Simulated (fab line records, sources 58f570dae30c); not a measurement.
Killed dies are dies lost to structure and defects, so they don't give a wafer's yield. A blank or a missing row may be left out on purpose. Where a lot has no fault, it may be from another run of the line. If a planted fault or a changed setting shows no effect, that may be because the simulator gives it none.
Matching of chambers    flow berkeley cmos170    pecvd-01 running UCB170_V2_CVD_00: 3 sister chambers
The step deposits SiO2 from TEOS/O2, target thk 2000 nm, time 250 s. 3 wafers are shown with their chamber, then 7 later ones without.

== WAFERS WITH THEIR CHAMBER ==
wafer   chamber  heater power w (W)
L620.6  0        187
L628.2  1        288
L628.3  2        213

== WAFERS WITHOUT THEIR CHAMBER ==
wafer   heater power w (W)
L628.4  232
L629.1  208
L629.2  315
L629.5  267
L630.1  238
L630.2  298
L630.3  267

== WHICH CHAMBER EACH WENT THROUGH ==
wafer   from the rows above           in truth
L628.4  can't be placed: 2 or 0 or 1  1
L629.1  can't be placed: 2 or 0       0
L629.2  1                             1
L629.5  can't be placed: 1 or 2       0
L630.1  can't be placed: 2 or 1 or 0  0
L630.2  1                             1
L630.3  can't be placed: 1 or 2       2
Correct placement for 2 of the 7. From these rows, 5 cannot be placed; in 4 the true chamber is one of the candidates. Placed wrongly: 0.
How it was worked out, from the rows above alone: a wafer's distance from a chamber is the root of the sum, over the readings, of the square of ((its reading less the chamber's mean) divided by the reading's scatter). If the next closest chamber is less than 2 further off than the closest, the wafer can't be placed; otherwise it belongs to the closest. A chamber's mean is the mean of its shown wafers. The scatter (one wafer shown for each chamber): square how far every hidden wafer sits from the nearest shown wafer, average those squares and take the square root.
